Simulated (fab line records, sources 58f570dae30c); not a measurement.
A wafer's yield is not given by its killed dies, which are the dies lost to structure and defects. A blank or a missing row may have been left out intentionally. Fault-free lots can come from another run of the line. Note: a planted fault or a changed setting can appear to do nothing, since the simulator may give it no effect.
A struck lot beside a sound one / flow berkeley cmos170 / 15 steps out of a route of 331
Sound: wafers L561.4, L561.5, L561.6. Wafers L567.3, L567.4, L567.6 were the ones struck. The cause comes at the end.
Each step with rows lists, per side, the tool, then ch with its chambers, then its first start. Under that, the readings that differ: sound wafers / struck wafers / difference of the means / sigmas: that difference in standard deviations of wafers without a fault.
alike: words and numbers the same on both sides, and readings whose means are apart by under 2 such deviations; not compared: readings that were withheld, readings missing a value for some wafer, numbers with overlapping values and no deviation given by the record, and bounds like >300 which may hide the same value.
The two part at a step that has a row with sigmas, a row that says differs or no value, or rows on one side only. Non-overlapping numbers with no deviation appear without sigmas and do not part them. Lack of a reading on every wafer of one side parts them only where that side has two or more wafers.

first, 2 steps without rows for these wafers: UCB170_FIELD_WET_ETCH_05 (etches Si3N4 in H3PO4, time 12600 s); UCB170_FIELD_WET_ETCH_06 (etches SiO2 in BOE, time 22 s).
UCB170_FIELD_THK_MEAS_90:
  sound: film metro-02 at day 4 18:48; struck: film metro-01 at day 6 04:12
  alike: FIELD_OXIDE_LEFT_1_THK
then, 2 steps without rows for these wafers: UCB170_SACOX_CLEAN_00 (cleans in dHF, time 7.5 s); UCB170_SACOX_OXIDATION_01 (target thk 14.4 nm, ox time 2400 s).
UCB170_SACOX_THK_MEAS_02:
  sound: film metro-03 at day 4 23:30; struck: film metro-02 at day 6 07:21
  alike: SACOX_OXIDE_THK
then, 2 steps without rows for these wafers: UCB170_SCREENOX_WET_ETCH_00 (etches SiO2 in dHF, time 200 s); UCB170_SCREENOX_OXIDATION_01 (target thk 14.4 nm, ox time 2400 s).
UCB170_SCREENOX_THK_MEAS_02:
  sound: film metro-03 at day 5 01:55; struck: film metro-04 at day 6 10:23
  alike: SCREENOX_OXIDE_THK
then, 3 steps without rows for these wafers: UCB170_SCREENOX_ANNEAL_03 (time 900 s); UCB170_NVT_HMDS_00 (prime time 60 s); UCB170_NVT_COAT_01 (resist thk 900 nm).
UCB170_NVT_SOFTBAKE_02: time 60 s.
  sound on litho track-04 ch 0, day 5 06:13; struck on litho track-04 ch 0, day 6 15:26
reading=heater power total W (W); sound=56.77 56.69 56.84; struck=57.39 57.43 57.41; difference=+0.64; sigmas=+15
reading=run length s (s); sound=88.7 88.7 88.8; struck=86.4 86.3 86.7; difference=-2.3; sigmas=-7
then, 1 step without rows for these wafers: UCB170_NVT_EXPOSE_03 (exposes mask PWELL, target cd 3000 nm).
-- the record jumps here: 3 days lie between the struck wafers' starts before and after (it left off in module NVT and takes up again in module M3, whose first step shown is number 331 of the route) --
UCB170_M3_PROBE_99:
  only the struck wafers here have rows in the record (prober-01, day 9 03:38); the sound ones have none

== WHERE THEY PART ==
At UCB170_NVT_SOFTBAKE_02 first; at UCB170_M3_PROBE_99 last (within this record only).

WHY: what the simulator had put in
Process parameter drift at UCB170_NVT_SOFTBAKE_02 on litho track-04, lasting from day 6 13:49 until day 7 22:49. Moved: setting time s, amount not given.
